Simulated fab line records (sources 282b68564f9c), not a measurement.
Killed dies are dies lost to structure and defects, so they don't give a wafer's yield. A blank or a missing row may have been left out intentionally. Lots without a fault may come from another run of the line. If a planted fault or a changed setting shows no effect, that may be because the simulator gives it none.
Split-lot experiment | flow ritCmos | 23 wafers read from 5 lots, route of 202 steps

SPLIT DETAILS
At RIT_SILICIDE_SPUTTER_01 (material Ti, target thk 30 nm, time 240 s), the setting timeS was moved away from the recipe's 240 s on 11 of the 23 wafers read, by -13.8% to +10.0%. The other wafers ran this setting at the recipe's value.

FROM SPLIT TO READING: 1 step shown by the file between the two
- RIT_SILICIDE_RS_MEAS_02: measures by four-point-probe

THE READING
SILICIDE_TI_THK, in nm, at RIT_SILICIDE_THK_MEAS_03 (measures by xrf). On this fab line, fault-free wafers typically give 30.0 nm with a standard deviation of 0.39 nm.

wafer  | tool, chamber at the split | timeS as run, s | against the recipe | SILICIDE_TI_THK, nm | against lot-mates on the recipe
L074.1 | pvdSputter-03, -           | 222.2           | -7.4%              | 27.2                | -3.0
L074.3 | pvdSputter-03, -           | 240             | recipe             | 29.9                | -
L074.4 | pvdSputter-03, -           | 240             | recipe             | 30.4                | -
L074.5 | pvdSputter-03, -           | 222.2           | -7.4%              | 27.0                | -3.2
L074.6 | pvdSputter-03, -           | 240             | recipe             | 30.2                | -
L077.1 | pvdSputter-04, -           | 240             | recipe             | 29.7                | -
L077.2 | pvdSputter-04, -           | 206.8           | -13.8%             | 26.0                | -3.9
L077.3 | pvdSputter-04, -           | 240             | recipe             | 30.0                | -
L077.4 | pvdSputter-04, -           | 206.8           | -13.8%             | 25.5                | -4.4
L077.6 | pvdSputter-04, -           | 206.8           | -13.8%             | 25.8                | -4.1
L080.1 | pvdSputter-03, -           | 264.1           | +10.0%             | 32.9                | +2.6
L080.2 | pvdSputter-03, -           | 240             | recipe             | 29.8                | -
L080.4 | pvdSputter-03, -           | 240             | recipe             | 30.7                | -
L080.5 | pvdSputter-03, -           | 264.1           | +10.0%             | 32.3                | +2.0
L080.6 | pvdSputter-03, -           | 264.1           | +10.0%             | 32.8                | +2.5
L082.1 | pvdSputter-03, -           | 240             | recipe             | 29.9                | -
L082.2 | pvdSputter-03, -           | 240             | recipe             | 30.5                | -
L082.3 | pvdSputter-03, -           | 240             | recipe             | 29.7                | -
L085.1 | pvdSputter-01, -           | 240             | recipe             | 30.5                | -
L085.2 | pvdSputter-01, -           | 228.2           | -4.9%              | 28.5                | -2.0
L085.3 | pvdSputter-01, -           | 240             | recipe             | 30.5                | -
L085.4 | pvdSputter-01, -           | 228.2           | -4.9%              | 28.2                | -2.3
L085.6 | pvdSputter-01, -           | 228.2           | -4.9%              | 28.8                | -1.7

THE FIT
A straight line over all 23 wafers: SILICIDE_TI_THK changes by +0.302 nm for each +1% of timeS; r = +0.98; the points scatter about the line by 0.41 nm.
The same after taking each lot's own level away (the mean of its wafers on the recipe; 23 wafers): +0.291 nm for each +1%; r = +0.98; scatter 0.42 nm.
On that fit, the largest move of timeS shifts the reading by 4 nm.
The lots' own levels span 29.85 to 30.50 nm, that is 1.7 times the standard deviation above.
The two slopes agree, so the slope changes little with the lot-to-lot level.
Check: -4.34 nm against its lot-mates is what the line predicts for one of the wafers moved furthest among these (-13.8%) when that wafer is left out of the fit. Against them it came out at -3.85 nm.

THE WHOLE CHAIN: every reading that the file lists as answering this split, in the file's order
step                     | what it does                              | reading                                                                          | change (the file's fit)               | r (the file's)
RIT_SILICIDE_SPUTTER_01  | material Ti, target thk 30 nm, time 240 s | Ti_of_SILICIDE_SPUTTER_01.thkNm (the simulator's own value, which no gauge read) | +0.308 nm for each +1% of the setting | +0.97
RIT_SILICIDE_RS_MEAS_02  | measures by four-point-probe              | SILICIDE_TI_RS                                                                   | -0.68 for each +1% of the setting     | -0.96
RIT_SILICIDE_THK_MEAS_03 | measures by xrf                           | SILICIDE_TI_THK                                                                  | +0.304 for each +1% of the setting    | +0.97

THE FILE'S OWN FIT
SILICIDE_TI_THK changes by +0.304 nm for each +1% of timeS, r = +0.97.
